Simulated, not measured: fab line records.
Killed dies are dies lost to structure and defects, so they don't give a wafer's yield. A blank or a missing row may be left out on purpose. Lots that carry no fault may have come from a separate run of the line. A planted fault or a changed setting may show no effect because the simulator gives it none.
fab line records	flow ritCmos
record: lots: 5	wafers: 15	lastDay: 6
route steps=202 shown NSD@158 PLDD@159 NLDD@160 SILICIDE@161 CONTACT@168
lots with no fault: from the same line, run without faults
startH: start of the lot's first displayed wafer, in hours after the record's first day	waitH: hours from the lot's prior step to this one	" repeats the value in the row above	L1.1+2: one row covering several wafers at once	- no value, or no start was given	* or withheld: withheld	< > ~ a bound
route shown NAME@n: a module of which the file shows steps, and the number in the route of the first	usual: the fault-free wafers' mean and standard deviation	same: alike in all rows	chamber/n: place in a boat	sites: the reading at each site	_std_site: the values' standard deviation	_edge_site: mean of outer sites minus mean of inner sites	radiusMm: how far each site lies from the wafer's centre	mask NAME#n: copy n	behind: tool/chamber where the wafer was last shaped	hold: cause of the lot's hold/its duration in hours/its outcome	device: the transistor (n, p or np) that didn't switch	end of line: the tests these same wafers got at the end of their route	step lacking rows: just its recipe	killed: not the wafer's yield, but the dies lost to structure and defects at the first sort	map: a wafer's dies, marking killed ones x, the rest . and places with no die _
set.NAME: the setting the step ran with; set.NAME@STEP: the setting that earlier step ran with	model.NAME: the simulator's own value behind a step, which no gauge read
lots at selected steps of the route; one table per step, one row per wafer
services: a tool's chamber out of use, with start hour (startH, from the record's first day; less than 0 if before it), hours out, and reason
== steps ==
step: RIT_SDANNEAL_RS_MEAS_05
recipe: thkMeasGauge: four-point-probe
usual: NSD_RS: 84.65/0.3
lot.wafer	tool	chamber	startH	waitH	NSD_RS[ohm/sq]
L080.1	filmMetro-04	-	81.73	0.1	84.21
L080.3	"	-	"	"	84.27
L080.6	"	-	"	"	84.13
L084.1	filmMetro-03	-	102.20	0.1	84.35
L084.5	"	-	"	"	84.33
L084.6	"	-	"	"	84.59
L087.1	filmMetro-04	-	118.64	0.1	84.66
L087.5	"	-	"	"	84.71
L087.6	"	-	"	"	84.62
L088.2	filmMetro-01	-	125.54	0.1	85.13
L088.3	"	-	"	"	85.00
L088.5	"	-	"	"	85.04
L090.2	filmMetro-01	-	135.74	0.1	84.64
L090.3	"	-	"	"	84.53
L090.6	"	-	"	"	84.46
step: RIT_SDANNEAL_RS_MEAS_06
recipe: thkMeasGauge: four-point-probe
usual: PLDD_RS: 179.2/0.43
lot.wafer	tool	chamber	startH	waitH	PLDD_RS[ohm/sq]
L080.1	filmMetro-04	-	81.85	0.1	178.8
L080.3	"	-	"	"	179.3
L080.6	"	-	"	"	178.9
L084.1	filmMetro-03	-	102.32	0.1	179.3
L084.5	"	-	"	"	179.8
L084.6	"	-	"	"	179.5
L087.1	filmMetro-04	-	118.76	0.1	178.9
L087.5	"	-	"	"	178.4
L087.6	"	-	"	"	179.6
L088.2	filmMetro-01	-	125.66	0.1	179.3
L088.3	"	-	"	"	180.1
L088.5	"	-	"	"	179.7
L090.2	filmMetro-01	-	135.86	0.1	179.0
L090.3	"	-	"	"	178.9
L090.6	"	-	"	"	178.9
step: RIT_SDANNEAL_RS_MEAS_07
recipe: thkMeasGauge: four-point-probe
usual: NLDD_RS: 151.5/0.43
lot.wafer	tool	chamber	startH	waitH	NLDD_RS[ohm/sq]
L080.1	filmMetro-04	-	81.97	0.1	151.1
L080.3	"	-	"	"	150.9
L080.6	"	-	"	"	150.8
L084.1	filmMetro-03	-	102.44	0.1	151.2
L084.5	"	-	"	"	151.3
L084.6	"	-	"	"	151.0
L087.1	filmMetro-04	-	118.88	0.1	150.7
L087.5	"	-	"	"	151.7
L087.6	"	-	"	"	151.7
L088.2	filmMetro-01	-	125.78	0.1	152.0
L088.3	"	-	"	"	151.9
L088.5	"	-	"	"	152.6
L090.2	filmMetro-01	-	135.98	0.1	151.8
L090.3	"	-	"	"	151.9
L090.6	"	-	"	"	152.6
step: RIT_SILICIDE_WET_ETCH_00
recipe: chemistry: BOE	target: SiO2	targetDepthNm: 14	timeS: 15	dry: n2Spin	dilution: 10:1	tempC: 21.5
same: timeS: 15
lot.wafer	tool	chamber	startH	waitH
L080.1+3+6	wetBench-02	0	82.09	0.1
L084.1+5+6	wetBench-02	0	102.56	0.1
L087.1+5+6	wetBench-01	0	119.00	0.1
L088.2+3+5	wetBench-02	3	125.88	0.1
L090.2+3+6	wetBench-02	1	136.08	0.1
step: RIT_SILICIDE_SPUTTER_01
recipe: material: Ti	targetThkNm: 30	powerW: 350	chamberPressurePa: 0.667	gas: Ar	timeS: 240	substrateTempC: 25
usual: cathodeDcPowerW: 350.00/0.06	throttleValvePct: 29.7/1.2
same: timeS: 240
lot.wafer	tool	chamber	startH	waitH	cathodeDcPowerW	throttleValvePct
L080.1	pvdSputter-03	-	82.10	0.0	350.07	28.1
L080.3	"	-	"	"	349.98	28.7
L080.6	"	-	"	"	349.94	29.0
L084.1	pvdSputter-01	-	102.57	0.0	349.98	30.3
L084.5	"	-	"	"	349.93	30.3
L084.6	"	-	"	"	349.98	31.1
L087.1	pvdSputter-01	-	119.02	0.0	349.92	30.6
L087.5	"	-	"	"	350.05	30.2
L087.6	"	-	"	"	349.96	29.7
L088.2	pvdSputter-03	-	125.89	0.0	350.01	29.2
L088.3	"	-	"	"	350.06	28.9
L088.5	"	-	"	"	349.99	29.2
L090.2	pvdSputter-03	-	136.09	0.0	350.06	29.0
L090.3	"	-	"	"	350.13	28.8
L090.6	"	-	"	"	350.01	29.0
step: RIT_SILICIDE_RS_MEAS_02
recipe: thkMeasGauge: four-point-probe	reads: Ti_of_SILICIDE_SPUTTER_01
usual: SILICIDE_TI_RS: 47.9/0.92
lot.wafer	tool	chamber	startH	waitH	SILICIDE_TI_RS[ohm/sq]
L080.1	filmMetro-02	-	82.25	0.1	47.9
L080.3	"	-	"	"	47.4
L080.6	"	-	"	"	47.5
L084.1	filmMetro-04	-	102.72	0.1	49.0
L084.5	"	-	"	"	48.8
L084.6	"	-	"	"	48.6
L087.1	filmMetro-02	-	119.17	0.1	48.0
L087.5	"	-	"	"	48.5
L087.6	"	-	"	"	49.2
L088.2	filmMetro-02	-	126.06	0.1	48.1
L088.3	"	-	"	"	46.9
L088.5	"	-	"	"	47.0
L090.2	filmMetro-03	-	136.26	0.1	46.3
L090.3	"	-	"	"	47.9
L090.6	"	-	"	"	46.1
step: RIT_SILICIDE_THK_MEAS_03
recipe: thkMeasGauge: xrf	reads: Ti_of_SILICIDE_SPUTTER_01
usual: SILICIDE_TI_THK: 29.7/0.47
lot.wafer	tool	chamber	startH	waitH	SILICIDE_TI_THK[nm]
L080.1	filmMetro-02	-	82.37	0.1	29.7
L080.3	"	-	"	"	29.9
L080.6	"	-	"	"	29.9
L084.1	filmMetro-04	-	102.84	0.1	29.3
L084.5	"	-	"	"	29.2
L084.6	"	-	"	"	29.3
L087.1	filmMetro-02	-	119.29	0.1	29.6
L087.5	"	-	"	"	29.3
L087.6	"	-	"	"	29.0
L088.2	filmMetro-02	-	126.17	0.1	29.5
L088.3	"	-	"	"	30.2
L088.5	"	-	"	"	30.1
L090.2	filmMetro-03	-	136.37	0.1	30.7
L090.3	"	-	"	"	29.7
L090.6	"	-	"	"	30.7
step: RIT_SILICIDE_RTA_04
recipe: tempC: 650	timeS: 10	idleTempC: 25	rampUpS: 5	rampDownS: 5	coolToC: 25	ambient: N2
usual: wafer_temp_C_max: 652.0/0.47
same: timeS: 10
lot.wafer	tool	chamber	startH	waitH	wafer_temp_C_max
L080.1	rtpAnneal-01	0	82.43	0.1	651.9
L080.3	"	0	"	"	653.4
L080.6	"	0	"	"	651.9
L084.1	rtpAnneal-01	0	102.90	0.1	652.1
L084.5	"	0	"	"	651.9
L084.6	"	0	"	"	651.8
L087.1	rtpAnneal-02	0	119.35	0.1	651.8
L087.5	"	0	"	"	652.7
L087.6	"	0	"	"	651.9
L088.2	rtpAnneal-01	0	126.23	0.1	652.6
L088.3	"	0	"	"	651.3
L088.5	"	0	"	"	652.1
L090.2	rtpAnneal-01	0	136.43	0.1	652.4
L090.3	"	0	"	"	652.7
L090.6	"	0	"	"	652.8
step: RIT_SILICIDE_WET_ETCH_05
recipe: chemistry: SPM	target: Ti	tempC: 90	timeS: 120	dry: n2Spin
same: timeS: 120
lot.wafer	tool	chamber	startH	waitH
L080.1+3+6	wetBench-01	2	82.50	0.1
L084.1+5+6	wetBench-02	1	102.97	0.1
L087.1+5+6	wetBench-01	0	119.41	0.1
L088.2+3+5	wetBench-01	0	126.29	0.0
L090.2+3+6	wetBench-04	2	136.49	0.0
step: RIT_SILICIDE_RTA_06
recipe: tempC: 750	timeS: 10	idleTempC: 25	rampUpS: 5	rampDownS: 10	coolToC: 25	ambient: N2
usual: wafer_temp_C_max: 752.2/0.5
same: timeS: 10
lot.wafer	tool	chamber	startH	waitH	wafer_temp_C_max
L080.1	rtpAnneal-02	0	82.54	0.0	752.2
L080.3	"	0	"	"	753.4
L080.6	"	0	"	"	753.2
L084.1	rtpAnneal-02	0	103.01	0.0	752.0
L084.5	"	0	"	"	752.1
L084.6	"	0	"	"	752.2
L087.1	rtpAnneal-01	0	119.46	0.0	751.7
L087.5	"	0	"	"	751.4
L087.6	"	0	"	"	753.6
L088.2	rtpAnneal-02	0	126.34	0.0	751.3
L088.3	"	0	"	"	752.5
L088.5	"	0	"	"	751.5
L090.2	rtpAnneal-02	0	136.54	0.0	752.1
L090.3	"	0	"	"	751.9
L090.6	"	0	"	"	752.2
step: RIT_CONTACT_CVD_00
recipe: material: SiO2	targetThkNm: 400	precursor: TEOS	tempC: 390	timeS: 63.48	rfW: 400
usual: heaterPowerW: 330/61
same: timeS: 63.48
lot.wafer	tool	chamber	startH	waitH	heaterPowerW
L080.1	pecvd-01	1	82.61	0.1	382
L080.3	"	2	"	"	367
L080.6	"	2	"	"	370
L084.1	pecvd-03	2	103.08	0.1	264
L084.5	"	1	"	"	290
L084.6	"	0	"	"	394
L087.1	pecvd-03	1	119.52	0.1	310
L087.5	"	2	"	"	269
L087.6	"	0	"	"	392
L088.2	pecvd-02	2	126.40	0.0	312
L088.3	"	1	"	"	391
L088.5	"	0	"	"	176
L090.2	pecvd-03	2	136.60	0.0	242
L090.3	"	1	"	"	307
L090.6	"	0	"	"	359
step: RIT_CONTACT_THK_MEAS_01
recipe: reads: SiO2_of_CONTACT_CVD_00
usual: CONTACT_TEOS_THK: 417/5.1
lot.wafer	tool	chamber	startH	waitH	CONTACT_TEOS_THK[nm]
L080.1	filmMetro-04	-	82.68	0.1	422
L080.3	"	-	"	"	420
L080.6	"	-	"	"	416
L084.1	filmMetro-02	-	103.13	0.0	406
L084.5	"	-	"	"	424
L084.6	"	-	"	"	416
L087.1	filmMetro-04	-	119.58	0.0	418
L087.5	"	-	"	"	423
L087.6	"	-	"	"	413
L088.2	filmMetro-04	-	126.46	0.0	405
L088.3	"	-	"	"	416
L088.5	"	-	"	"	408
L090.2	filmMetro-01	-	136.66	0.0	408
L090.3	"	-	"	"	417
L090.6	"	-	"	"	417
step: RIT_CONTACT_HMDS_02
recipe: primeTimeS: 60	primeTempC: 140
usual: chillPlateTempC: 23.00/0.11
lot.wafer	tool	chamber	startH	waitH	chillPlateTempC
L080.1	lithoTrack-04	0	82.74	0.1	23.08
L080.3	"	0	"	"	23.10
L080.6	"	0	"	"	23.19
L084.1	lithoTrack-04	0	103.19	0.1	22.89
L084.5	"	0	"	"	23.07
L084.6	"	0	"	"	22.91
L087.1	lithoTrack-04	0	119.64	0.1	23.12
L087.5	"	0	"	"	23.03
L087.6	"	0	"	"	22.91
L088.2	lithoTrack-03	0	126.53	0.1	22.91
L088.3	"	0	"	"	23.04
L088.5	"	0	"	"	22.93
L090.2	lithoTrack-04	0	136.73	0.1	23.12
L090.3	"	0	"	"	22.98
L090.6	"	0	"	"	23.01
step: RIT_CONTACT_COAT_03
recipe: resist: NOVOLAK	spinRpm: 3250	resistThkNm: 1000
usual: chillPlateTempC: 22.98/0.12	dispensePressureKPa: 49.9/2.8
lot.wafer	tool	chamber	startH	waitH	chillPlateTempC	dispensePressureKPa
L080.1	lithoTrack-04	0	82.89	0.1	22.88	51.4
L080.3	"	0	"	"	23.00	51.5
L080.6	"	0	"	"	23.00	51.4
L084.1	lithoTrack-04	0	103.34	0.1	22.85	51.4
L084.5	"	0	"	"	22.99	51.4
L084.6	"	0	"	"	23.14	51.4
L087.1	lithoTrack-04	0	119.79	0.1	22.92	51.5
L087.5	"	0	"	"	22.86	51.4
L087.6	"	0	"	"	22.99	51.4
L088.2	lithoTrack-03	0	126.68	0.1	22.89	53.0
L088.3	"	0	"	"	23.09	53.0
L088.5	"	0	"	"	22.98	53.1
L090.2	lithoTrack-04	0	136.88	0.1	22.81	51.4
L090.3	"	0	"	"	22.90	51.4
L090.6	"	0	"	"	22.75	51.4
== services ==
tool	chamber	startH	hours	kind
pvdSputter-01	-	60.96	3.0	repair
pvdSputter-03	-	66.18	3.2	repair
pecvd-03	-	66.64	2.3	repair
rtpAnneal-02	-	73.83	1.1	pm
pecvd-01	2	91.39	12.9	repair
pecvd-03	1	95.04	-	calibration
pecvd-01	-	101.97	5.5	pm
pvdSputter-03	-	116.30	4.5	repair
pecvd-03	-	135.77	0.8	repair
== key ==
fault none
